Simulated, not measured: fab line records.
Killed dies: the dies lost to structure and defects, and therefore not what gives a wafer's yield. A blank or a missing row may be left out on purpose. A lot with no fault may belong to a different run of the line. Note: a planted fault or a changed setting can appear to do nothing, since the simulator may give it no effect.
fab line records    flow ritCmos
record: lots: 6  wafers: 18  lastDay: 7
route steps=202 shown REOX@100 NLDD@103 PLDD@114 SPACER@125
lots untouched by any fault: they come from a run of this same line in which no faults occurred
startH: hours from the record's opening day to when the first of the lot's shown wafers began    waitH: time in hours since the lot's previous step    " same as the row above    L1.1+2: several wafers, shown together as one row    - value missing, or start not given    * or withheld: withheld    < > ~ a bound
route shown NAME@n: a module of which the file shows steps, and the number in the route of the first    usual: average and standard deviation across the fault-free wafers    same: alike in all rows    chamber/n: place in a boat    sites: readings site by site    _std_site: the values' standard deviation    _edge_site: inner sites' mean taken away from outer sites' mean    radiusMm: for every site, how far away it sits from the centre of the wafer    mask NAME#n: copy n    behind: the most recent tool/chamber to have shaped the wafer    hold: why the lot was held/for how many hours/how that ended    device: the n, p or np transistor that did not switch    end of line: at the end of the route, the tests of the same wafers    a step with no rows: only its recipe    killed: at the first sort, the dies lost to defects and structure; wafer yield is something else    map: a wafer's dies, marking killed ones x, the rest . and places with no die _
set.NAME: the setting that was run; set.NAME@STEP: the one run at that earlier step    model.NAME: the simulator's own value behind a step, which no gauge read
certain route steps with their lots: each step a table, each wafer a row
services: when a tool's chamber went out of use (startH, in hours from the record's first day, below 0 if earlier), for how many hours, and the reason
== steps ==
step: RIT_REOX_CLEAN_02
recipe: chemistry: SC2  mix: 3:3:50  timeS: 600  tempC: 75  dry: n2Spin
step: RIT_REOX_OXIDATION_03
recipe: tempC: 900  ambient: O2  targetThkA: 252  oxTimeS: 5580
step: RIT_REOX_THK_MEAS_04
recipe: reads: SiO2_of_REOX_OXIDATION_03
usual: REOX_OXIDE_THK: 25.3/0.35
lot.wafer  tool          chamber  startH  waitH  REOX_OXIDE_THK[nm]
L106.1     filmMetro-04  -        101.99  0.0    25.6
L106.2     "             -        "       "      25.4
L106.6     "             -        "       "      25.6
L109.2     filmMetro-03  -        115.52  0.0    25.5
L109.4     "             -        "       "      24.8
L109.5     "             -        "       "      25.2
L110.1     filmMetro-03  -        121.18  0.0    25.5
L110.4     "             -        "       "      25.3
L110.6     "             -        "       "      25.4
L113.1     filmMetro-04  -        135.02  0.0    25.3
L113.2     "             -        "       "      25.6
L113.3     "             -        "       "      25.7
L114.1     filmMetro-04  -        140.92  0.0    24.8
L114.5     "             -        "       "      24.6
L114.6     "             -        "       "      24.8
L115.2     filmMetro-01  -        146.01  0.0    25.5
L115.3     "             -        "       "      25.8
L115.5     "             -        "       "      25.8
step: RIT_NLDD_HMDS_00
recipe: primeTimeS: 60  primeTempC: 140
step: RIT_NLDD_COAT_01
recipe: resist: NOVOLAK  spinRpm: 3250  resistThkNm: 1000
step: RIT_NLDD_SOFTBAKE_02
recipe: resist: NOVOLAK  tempC: 90  timeS: 60
step: RIT_NLDD_EXPOSE_03
recipe: maskId: M7  na: 0.57  targetCdNm: 40700  doseMj: 250
step: RIT_NLDD_PEB_04
recipe: resist: NOVOLAK  tempC: withheld  timeS: withheld
step: RIT_NLDD_DEVELOP_05
recipe: resist: NOVOLAK  developTimeS: 50  devTempC: 23
step: RIT_NLDD_OVL_MEAS_06
usual: NLDD_OVL: 0.1/1.5
lot.wafer  tool        chamber  startH  waitH  NLDD_OVL[nm]
L106.1     overlay-01  -        103.02  -      -1.1
L106.2     "           -        "       "      -1.0
L106.6     "           -        "       "      -1.7
L109.2     overlay-02  -        116.42  -      1.2
L109.4     "           -        "       "      2.7
L109.5     "           -        "       "      2.0
L110.1     overlay-01  -        122.21  -      1.5
L110.4     "           -        "       "      0.0
L110.6     "           -        "       "      -0.1
L113.1     overlay-01  -        136.05  -      -2.2
L113.2     "           -        "       "      -0.6
L113.3     "           -        "       "      -0.9
L114.1     overlay-01  -        141.83  -      -3.0
L114.5     "           -        "       "      0.2
L114.6     "           -        "       "      -1.4
L115.2     overlay-01  -        147.04  -      -0.5
L115.3     "           -        "       "      0.9
L115.5     "           -        "       "      -1.1
step: RIT_NLDD_HARDBAKE_07
recipe: resist: NOVOLAK  tempC: 140  timeS: 60
step: RIT_NLDD_IMPLANT_08
recipe: species: P  energyKev: 20  doseCm2: 4.967e+14  tiltDeg: 7
step: RIT_NLDD_STRIP_09
recipe: chemistry: O2  timeS: 180  resist: NOVOLAK  platenTempC: withheld  powerW: 500  pressureMtorr: 4000  o2FlowSccm: 4000
usual: chamberPressureMTorr: 4000/3.4  drypumpMotorCurrentA: 5.6/0.44  timeS: 180/0
lot.wafer  tool            chamber  startH  waitH  chamberPressureMTorr  drypumpMotorCurrentA  rfHoursCounterH  timeS  model.NOVOLAK_of_NLDD_COAT_01.thkNm
L106.1     plasmaAsher-02  1        103.36  0.1    4003                  4.8                   31               180    0
L106.2     "               0        "       "      3994                  5.4                   31               180    0
L106.6     "               0        "       "      3997                  5.4                   -                180    0
L109.2     plasmaAsher-01  0        116.79  0.1    -                     -                     -                -      884.3
L109.4     "               1        "       "      -                     -                     -                -      883.3
L109.5     "               0        "       "      -                     -                     -                -      881.6
L110.1     plasmaAsher-01  0        122.55  0.1    -                     -                     -                -      879.5
L110.4     "               0        "       "      -                     -                     -                -      880.3
L110.6     "               0        "       "      -                     -                     -                -      878.7
L113.1     plasmaAsher-03  1        136.39  0.1    4001                  6.0                   2                180    0
L113.2     "               0        "       "      3999                  5.5                   2                180    0
L113.3     "               1        "       "      3999                  6.0                   -                180    0
L114.1     plasmaAsher-01  0        142.16  0.1    4001                  6.3                   51               180    0
L114.5     "               0        "       "      3997                  6.2                   -                180    0
L114.6     "               1        "       "      3999                  5.2                   -                180    0
L115.2     plasmaAsher-03  1        147.37  0.1    4006                  6.0                   3                180    0
L115.3     "               1        "       "      4003                  6.0                   -                180    0
L115.5     "               1        "       "      3999                  6.0                   -                180    0
step: RIT_NLDD_TW_MEAS_10
usual: NLDD_TW: 2497/14
lot.wafer  tool          chamber  startH  waitH  NLDD_TW
L106.1     filmMetro-01  -        103.53  0.1    2502
L106.2     "             -        "       "      2521
L106.6     "             -        "       "      2502
L109.2     filmMetro-01  -        116.98  0.1    2513
L109.4     "             -        "       "      2510
L109.5     "             -        "       "      2505
L110.1     filmMetro-04  -        122.72  0.1    2481
L110.4     "             -        "       "      2486
L110.6     "             -        "       "      2500
L113.1     filmMetro-02  -        136.56  0.1    2497
L113.2     "             -        "       "      2502
L113.3     "             -        "       "      2494
L114.1     filmMetro-01  -        142.34  0.1    2502
L114.5     "             -        "       "      2489
L114.6     "             -        "       "      2495
L115.2     filmMetro-02  -        147.56  0.1    2505
L115.3     "             -        "       "      2487
L115.5     "             -        "       "      2493
step: RIT_PLDD_HMDS_00
recipe: primeTimeS: 60  primeTempC: 140
step: RIT_PLDD_COAT_01
recipe: resist: NOVOLAK  spinRpm: 3250  resistThkNm: 1000
step: RIT_PLDD_SOFTBAKE_02
recipe: resist: NOVOLAK  tempC: 90  timeS: 60
step: RIT_PLDD_EXPOSE_03
recipe: maskId: M8  na: 0.57  targetCdNm: 40900  doseMj: 250
step: RIT_PLDD_PEB_04
recipe: resist: NOVOLAK  tempC: withheld  timeS: withheld
step: RIT_PLDD_DEVELOP_05
recipe: resist: NOVOLAK  developTimeS: 50  devTempC: 23
step: RIT_PLDD_OVL_MEAS_06
usual: PLDD_OVL: 0.6/1.3
lot.wafer  tool        chamber  startH  waitH  PLDD_OVL[nm]
L106.1     overlay-01  -        104.57  -      0.4
L106.2     "           -        "       "      2.6
L106.6     "           -        "       "      0.9
L109.2     overlay-01  -        118.01  -      -0.7
L109.4     "           -        "       "      2.2
L109.5     "           -        "       "      0.8
L110.1     overlay-01  -        123.76  -      3.3
L110.4     "           -        "       "      2.0
L110.6     "           -        "       "      0.5
L113.1     overlay-01  -        137.60  -      0.9
L113.2     "           -        "       "      2.2
L113.3     "           -        "       "      0.6
L114.1     overlay-02  -        143.25  -      0.5
L114.5     "           -        "       "      -1.2
L114.6     "           -        "       "      -0.6
L115.2     overlay-02  -        148.59  -      -0.1
L115.3     "           -        "       "      0.8
L115.5     "           -        "       "      1.1
step: RIT_PLDD_HARDBAKE_07
recipe: resist: NOVOLAK  tempC: 140  timeS: 60
step: RIT_PLDD_IMPLANT_08
recipe: species: BF2  energyKev: 20  doseCm2: 8.841e+14  tiltDeg: 7
step: RIT_PLDD_STRIP_09
recipe: chemistry: O2  timeS: 180  resist: NOVOLAK  platenTempC: withheld  powerW: 500  pressureMtorr: 4000  o2FlowSccm: 4000
usual: chamberPressureMTorr: 4000/3.7  drypumpMotorCurrentA: 5.6/0.36
same: timeS: 180
lot.wafer  tool            chamber  startH  waitH  chamberPressureMTorr  drypumpMotorCurrentA  rfHoursCounterH
L106.1     plasmaAsher-03  0        104.90  0.1    3994                  5.5                   47
L106.2     "               1        "       "      3996                  6.0                   47
L106.6     "               0        "       "      4008                  5.5                   -
L109.2     plasmaAsher-03  1        118.34  0.1    4001                  6.0                   0
L109.4     "               1        "       "      3999                  6.0                   -
L109.5     "               1        "       "      3999                  5.9                   -
L110.1     plasmaAsher-03  0        124.09  0.1    3995                  5.5                   1
L110.4     "               1        "       "      4002                  6.0                   -
L110.6     "               0        "       "      3994                  5.5                   -
L113.1     plasmaAsher-03  0        137.93  0.1    3997                  5.5                   2
L113.2     "               1        "       "      4000                  5.9                   2
L113.3     "               1        "       "      4005                  6.0                   -
L114.1     plasmaAsher-04  0        143.58  0.1    3996                  5.4                   50
L114.5     "               0        "       "      4004                  5.4                   -
L114.6     "               1        "       "      3995                  5.0                   -
L115.2     plasmaAsher-03  1        148.92  0.1    3992                  6.0                   3
L115.3     "               1        "       "      4001                  6.0                   -
L115.5     "               0        "       "      4005                  5.5                   -
step: RIT_PLDD_TW_MEAS_10
usual: PLDD_TW: 2347/12
lot.wafer  tool          chamber  startH  waitH  PLDD_TW
L106.1     filmMetro-04  -        105.08  0.1    2338
L106.2     "             -        "       "      2344
L106.6     "             -        "       "      2335
L109.2     filmMetro-04  -        118.52  0.1    30
L109.4     "             -        "       "      30
L109.5     "             -        "       "      30
L110.1     filmMetro-02  -        124.27  0.1    30
L110.4     "             -        "       "      30
L110.6     "             -        "       "      30
L113.1     filmMetro-04  -        138.11  0.1    2350
L113.2     "             -        "       "      2340
L113.3     "             -        "       "      2328
L114.1     filmMetro-01  -        143.76  0.1    2352
L114.5     "             -        "       "      2353
L114.6     "             -        "       "      2348
L115.2     filmMetro-02  -        149.10  0.1    2339
L115.3     "             -        "       "      2343
L115.5     "             -        "       "      2350
step: RIT_SPACER_CLEAN_00
recipe: chemistry: SC1  mix: 3:3:50  timeS: 600  tempC: 75
== services ==
tool            chamber  startH  hours  kind
plasmaAsher-01  -        102.22  7.6    repair
plasmaAsher-03  -        108.75  9.0    pm
plasmaAsher-03  0        108.75  9.0    ventCycle
plasmaAsher-03  1        108.75  9.0    ventCycle
plasmaAsher-03  0        117.75  -      clean
plasmaAsher-03  1        117.75  -      clean
== key ==
firstSign: step: RIT_NLDD_STRIP_09  reading: toolRecord  direction: missing
effect: step: RIT_PLDD_TW_MEAS_10  reading: PLDD_TW  direction: down  sigmas: 99+  usual: 2347  struck: 30
modelEffect: step: RIT_NLDD_STRIP_09  value: NOVOLAK_of_NLDD_COAT_01.thkNm  without: 0  struck: 881.3
metAt RIT_NLDD_STRIP_09
struckWafers L109.2,L109.4,L109.5,L110.1,L110.4,L110.6
laterRowsLeftOut L109.2,L109.4,L109.5,L110.1,L110.4,L110.6
sortLeftOut L109.2,L109.4,L109.5,L110.1,L110.4,L110.6
testerLeftOut L109,L110
fault: kind: skippedStepWhole  tool: plasmaAsher-01  chamber: -  onsetH: 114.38  steps: RIT_NLDD_STRIP_09  scope: struckLotsOnly
testerLeftOut: of these lots the tester's yield and bins aren't shown, on N5 and GAA mostly nor the transistor test; their killed dies are dies lost to structure and defects alone, not to doping, threshold or leakage, so they don't give the yield
sortLeftOut: the simulated sort isn't trusted on such a fault, so these wafers' sort isn't shown, and their yield isn't known
laterRowsLeftOut: the simulator's readings of these wafers behind a module that went badly wrong aren't trusted and aren't shown, but for the sort
